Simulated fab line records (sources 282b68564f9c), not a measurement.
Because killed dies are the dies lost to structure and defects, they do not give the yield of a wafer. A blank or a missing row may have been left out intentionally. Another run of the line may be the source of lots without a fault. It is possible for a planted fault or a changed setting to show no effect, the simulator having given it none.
Check for tools in common -- flow rit_cmos -- 39 wafers sampled across 13 lots

WHY IT WAS OPENED
RIT_SDANNEAL_RS_MEAS_04, reading PSD_RS: flagged on 2 of 13 lots. No-fault wafers: 115.88 ohm/sq, standard deviation 0.29.
Rule: a lot is flagged in two cases, either no wafer of it has a number, or all its wafers with numbers fall more than 4 standard deviations from that mean. The other lots count as sound.

lot,measured,on,"PSD_RS (ohm/sq), wafer by wafer",flag
L995,day 3 02:19,film_metro-03,114.99 115.77 115.76,
L996,day 3 07:57,film_metro-01,115.74 115.64 115.87,
L997,day 3 15:43,film_metro-01,116.34 116.09 116.03,
L998,day 3 20:16,film_metro-03,115.52 115.79 115.74,
L999,day 3 22:16,film_metro-03,115.46 115.72 115.51,
L103,day 4 18:20,film_metro-02,112.16 112.48 112.60,FLAGGED
L105,day 5 05:59,film_metro-03,112.30 112.72 112.78,FLAGGED
L109,day 5 22:41,film_metro-01,115.66 115.41 115.44,
L111,day 6 13:49,film_metro-01,116.28 116.57 116.53,
L113,day 6 19:01,film_metro-01,115.64 116.24 115.89,
L115,day 7 08:03,film_metro-03,116.12 115.98 116.11,
L117,day 7 15:56,film_metro-02,115.83 116.16 116.10,
L118,day 7 20:01,film_metro-02,116.26 115.91 116.30,
The numbers of the flagged lots are 112.51 ohm/sq on average: -3.37 ohm/sq against the usual, or -12 standard deviations.

EACH LOT AND THE TOOL IT RAN ON
The record keeps 1 process step preceding the reading, out of 202 steps on the route. Every cell lists first the tool, next ch and the chambers used by the sampled wafers, and last the start.
lot,flag,RIT_SDANNEAL_RTA_03
L995,,"rtp_anneal-02 ch 0, day 3 02:15"
L996,,"rtp_anneal-01 ch 0, day 3 07:53"
L997,,"rtp_anneal-02 ch 0, day 3 15:38"
L998,,"rtp_anneal-01 ch 0, day 3 20:11"
L999,,"rtp_anneal-02 ch 0, day 3 22:13"
L103,FLAGGED,"rtp_anneal-02 ch 0, day 4 18:16"
L105,FLAGGED,"rtp_anneal-02 ch 0, day 5 05:55"
L109,,"rtp_anneal-01 ch 0, day 5 22:37"
L111,,"rtp_anneal-01 ch 0, day 6 13:45"
L113,,"rtp_anneal-01 ch 0, day 6 18:58"
L115,,"rtp_anneal-01 ch 0, day 7 08:00"
L117,,"rtp_anneal-01 ch 0, day 7 15:51"
L118,,"rtp_anneal-02 ch 0, day 7 19:58"
These steps, and what they do:
- RIT_SDANNEAL_RTA_03: time 5 s.
- RIT_SDANNEAL_RS_MEAS_04: measures by four-point-probe.

FLAGGED OVER TOTAL, TOOL BY TOOL (the gauges that took the reading come last)
step,tool,lots run,flagged,share of the flagged lots,sound lots run after its first flagged lot
RIT_SDANNEAL_RTA_03,rtp_anneal-01,7,0,none,-
RIT_SDANNEAL_RTA_03,rtp_anneal-02,6,2,all,1 (L118)
RIT_SDANNEAL_RS_MEAS_04,film_metro-01,5,0,none,-
RIT_SDANNEAL_RS_MEAS_04,film_metro-02,3,1,some,"2 (L117,L118)"
RIT_SDANNEAL_RS_MEAS_04,film_metro-03,5,1,some,1 (L115)

WHAT IS ALLOWED BY THE TABLE
In the table, 1 row covers all flagged lots: rtp_anneal-02 at RIT_SDANNEAL_RTA_03.
- rtp_anneal-02 at RIT_SDANNEAL_RTA_03 ran 6 lots, 2 of them flagged. Sound lots followed the first flagged one (L118) on it, something a lasting fault affecting the whole tool could not allow.
Not one row of the table ran every flagged lot while running no sound lot after the first.

WHAT THE SIMULATOR PUT IN
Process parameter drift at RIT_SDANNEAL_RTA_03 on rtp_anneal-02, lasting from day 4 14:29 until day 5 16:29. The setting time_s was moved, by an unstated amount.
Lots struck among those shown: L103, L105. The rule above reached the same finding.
